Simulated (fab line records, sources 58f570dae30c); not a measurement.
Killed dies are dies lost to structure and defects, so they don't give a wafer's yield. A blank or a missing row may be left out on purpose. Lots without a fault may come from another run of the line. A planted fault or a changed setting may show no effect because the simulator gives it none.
Which tool did it? | flow berkeley_cmos170 | 13 lots, 37 wafers sampled, at 5 steps of a route of 331

WHAT THE GAUGES READ, wafer by wafer
UCB170_V1_OVL_MEAS_13.
lot  | measured     | on         | V1_OVL (nm)
L944 | day 9 08:10  | overlay-02 | -5 -4 0
L945 | day 9 14:42  | overlay-02 | -7 -3 -6
L946 | day 9 16:32  | overlay-01 | 1 2 3
L947 | day 10 10:47 | overlay-01 | -6 -8 -12
L949 | day 11 05:05 | overlay-01 | 3 11 2
L959 | day 12 07:22 | overlay-01 | 2 11 2
L957 | day 12 10:35 | overlay-01 | -5
L961 | day 12 17:44 | overlay-02 | 1 -9 -6
L962 | day 12 19:00 | overlay-01 | -4 -5 -6
L960 | day 12 19:43 | overlay-01 | -5 2 -1
L964 | day 12 23:37 | overlay-01 | 2 -4 9
L966 | day 13 21:40 | overlay-01 | -5 -2 2
L967 | day 14 01:13 | overlay-01 | -3 -1 3

UCB170_V1_CD_MEAS_90: target cd 700 nm.
lot  | measured     | on        | cd_nm (nm)
L944 | day 9 08:29  | cd_sem-02 | 700.5 701.4 699.7
L945 | day 9 15:01  | cd_sem-01 | 698.1 698.5 699.6
L946 | day 9 16:52  | cd_sem-01 | 702.2 700.4 702.3
L947 | day 10 11:07 | cd_sem-01 | 698.2 698.4 700.5
L949 | day 11 05:25 | cd_sem-02 | 700.9 697.8 701.2
L959 | day 12 07:42 | cd_sem-02 | 699.1 697.3 697.9
L957 | day 12 10:58 | cd_sem-02 | 700.2
L961 | day 12 18:04 | cd_sem-01 | 699.5 698.9 698.7
L962 | day 12 19:19 | cd_sem-02 | 699.0 701.0 702.1
L960 | day 12 20:08 | cd_sem-01 | 698.1 701.1 700.5
L964 | day 12 23:58 | cd_sem-02 | 697.7 701.7 699.0
L966 | day 13 21:58 | cd_sem-01 | 702.1 700.4 701.8
L967 | day 14 01:37 | cd_sem-02 | 697.3 700.3 700.9

UCB170_M3_CD_MEAS_15: target cd 700 nm.
lot  | measured     | on        | cd_nm (nm)
L944 | day 9 15:50  | cd_sem-01 | 700.3 701.7 703.3
L945 | day 10 02:08 | cd_sem-01 | 700.8 702.4 702.3
L946 | day 10 02:16 | cd_sem-02 | 701.1 700.9 701.0
L947 | day 10 21:52 | cd_sem-01 | 700.6 701.6 699.5
L949 | day 11 16:20 | cd_sem-02 | 699.0 699.9 699.4
L959 | day 12 22:04 | cd_sem-01 | 701.9 702.2 701.5
L957 | day 12 22:43 | cd_sem-02 | 703.1
L961 | day 13 06:18 | cd_sem-01 | 700.5 699.5 700.5
L962 | day 13 06:53 | cd_sem-01 | 700.2 698.9 698.9
L960 | day 13 08:29 | cd_sem-02 | 699.5 700.0 700.9
L964 | day 13 10:34 | cd_sem-01 | 698.7 699.2 698.5
L966 | day 14 06:05 | cd_sem-02 | 701.3 699.6 701.0
L967 | day 14 10:05 | cd_sem-01 | 699.1 699.4 700.4

WHICH TOOL RAN EACH LOT (tool, then ch and the chambers of the sampled wafers, then the start)
lot  | UCB170_V2_ETCH_14                  | UCB170_V2_STRIP_15
L944 | rie_diel-04 ch 0,1,2, day 9 13:30  | plasma_asher-01 ch 0,1, day 9 13:41
L945 | rie_diel-04 ch 0,1, day 9 20:25    | plasma_asher-02 ch 0,1, day 9 20:36
L946 | rie_diel-02 ch 0,1,2, day 9 22:30  | plasma_asher-02 ch 0,1, day 9 22:41
L947 | rie_diel-01 ch 1,2,3, day 10 16:58 | plasma_asher-01 ch 0,1, day 10 17:08
L949 | rie_diel-04 ch 0,2, day 11 11:05   | plasma_asher-03 ch 0,1, day 11 11:17
L959 | rie_diel-02 ch 0,2,3, day 12 17:58 | plasma_asher-01 ch 0,1, day 12 18:09
L957 | rie_diel-01 ch 0, day 12 18:23     | plasma_asher-01 ch 0, day 12 18:33
L961 | rie_diel-04 ch 0,1,2, day 13 00:38 | plasma_asher-02 ch 0,1, day 13 00:50
L962 | rie_diel-04 ch 1,2, day 13 01:49   | plasma_asher-01 ch 0,1, day 13 02:00
L960 | rie_diel-02 ch 1,2,3, day 13 02:59 | plasma_asher-02 ch 0,1, day 13 03:10
L964 | rie_diel-02 ch 0,1,3, day 13 07:04 | plasma_asher-02 ch 0,1, day 13 07:15
L966 | rie_diel-02 ch 1,2,3, day 14 03:16 | plasma_asher-02 ch 0,1, day 14 03:26
L967 | rie_diel-04 ch 0,1,2, day 14 07:28 | plasma_asher-02 ch 0,1, day 14 07:39
- UCB170_V2_ETCH_14: etches SiO2 in CHF3/CF4/Ar, stops on Al, target depth 1250 nm, time 300.3 s.
- UCB170_V2_STRIP_15: strips in O2.

WHAT THE TOOLS THEMSELVES READ (means of the sampled wafers that have a number; where no wafer has one, the mark that the record gives instead)
UCB170_V2_ETCH_14.
lot  | tool        | cf4_flow_sccm (sccm) | drypump_motor_current_A (A) | oes_product_au (a.u.) | throttle_valve_pct (%)
L944 | rie_diel-04 | 15.02                | 5.1                         | 0.876                 | 7.01
L945 | rie_diel-04 | 15.02                | 5.2                         | 0.882                 | 6.99
L946 | rie_diel-02 | 15.03                | 5.7                         | 0.859                 | 6.93
L947 | rie_diel-01 | 15.00                | 5.7                         | 0.861                 | 6.99
L949 | rie_diel-04 | 14.98                | 5.1                         | 0.867                 | 7.03
L959 | rie_diel-02 | 15.01                | 5.7                         | 0.877                 | 6.93
L957 | rie_diel-01 | 15.10                | 6.1                         | 0.783                 | 6.70
L961 | rie_diel-04 | 15.05                | 5.1                         | 0.871                 | 7.01
L962 | rie_diel-04 | 14.96                | 5.1                         | 0.874                 | 7.03
L960 | rie_diel-02 | 15.01                | 5.7                         | 0.875                 | 6.98
L964 | rie_diel-02 | 15.04                | 5.6                         | 0.870                 | 7.00
L966 | rie_diel-02 | 14.98                | 5.7                         | 0.873                 | 6.97
L967 | rie_diel-04 | 14.97                | 5.1                         | 0.873                 | 7.00

UCB170_V2_STRIP_15.
lot  | tool            | drypump_motor_current_A (A) | oes_product_au (a.u.) | strip_time_to_endpoint_s (s)
L944 | plasma_asher-01 | 6.2                         | 0.720                 | 14.97
L945 | plasma_asher-02 | 6.2                         | 0.718                 | 15.10
L946 | plasma_asher-02 | 5.7                         | 0.723                 | 15.14
L947 | plasma_asher-01 | 6.1                         | 0.717                 | 15.14
L949 | plasma_asher-03 | 6.6                         | 0.719                 | 15.23
L959 | plasma_asher-01 | 6.1                         | 0.719                 | 15.05
L957 | plasma_asher-01 | 6.0                         | 0.719                 | 13.78
L961 | plasma_asher-02 | 6.2                         | 0.716                 | 15.03
L962 | plasma_asher-01 | 6.2                         | 0.717                 | 14.98
L960 | plasma_asher-02 | 5.7                         | 0.721                 | 15.04
L964 | plasma_asher-02 | 5.7                         | 0.716                 | 15.12
L966 | plasma_asher-02 | 5.7                         | 0.726                 | 15.09
L967 | plasma_asher-02 | 6.2                         | 0.725                 | 14.98

THE ANSWER, worked out from the rows above alone
Rule: what is usual is taken from the lots themselves. Put in order of their means at a reading, lots are off if they are a third of the lots or fewer, leave a main group of 4 or more, and stand apart from it by a gap of 3 or more times the standard deviation of the main group's means; of several such gaps the widest counts. A main group whose means are all the same, to the digits that the tables above print for the reading, isn't used. A lot without any number at a reading at which 4 lots or more have one is off too. The other lots that the step has rows for count as sound. The gauges are gone through in route order, then the tools' own readings, and for those a lot's mean is taken as printed above. The first step at which some lot is off is used, and at that step the reading that is off furthest; a lot without a number counts as furthest.
Off: L957, at UCB170_V2_ETCH_14 (oes_product_au). The main group: mean 0.871 a.u., standard deviation 0.0063.
A tool fits if, at that step or a process step before it, it ran every lot that is off, and no sound lot after the first of them. One fits: rie_diel-01 at UCB170_V2_ETCH_14. Its last sound lot is L947 (day 10 16:58), its first lot that is off L957 (day 12 18:23): a fault that began between those two fits.
The tool's own readings at UCB170_V2_ETCH_14 bear it out: on the lots that are off they differ by more than 5 times the standard deviation of the sound lots' means. oes_product_au reads 0.783 a.u. there against 0.871 a.u. on the sound lots; throttle_valve_pct reads 6.70 % there against 6.99 % on the sound lots.

WHAT THE SIMULATOR HAD PUT IN
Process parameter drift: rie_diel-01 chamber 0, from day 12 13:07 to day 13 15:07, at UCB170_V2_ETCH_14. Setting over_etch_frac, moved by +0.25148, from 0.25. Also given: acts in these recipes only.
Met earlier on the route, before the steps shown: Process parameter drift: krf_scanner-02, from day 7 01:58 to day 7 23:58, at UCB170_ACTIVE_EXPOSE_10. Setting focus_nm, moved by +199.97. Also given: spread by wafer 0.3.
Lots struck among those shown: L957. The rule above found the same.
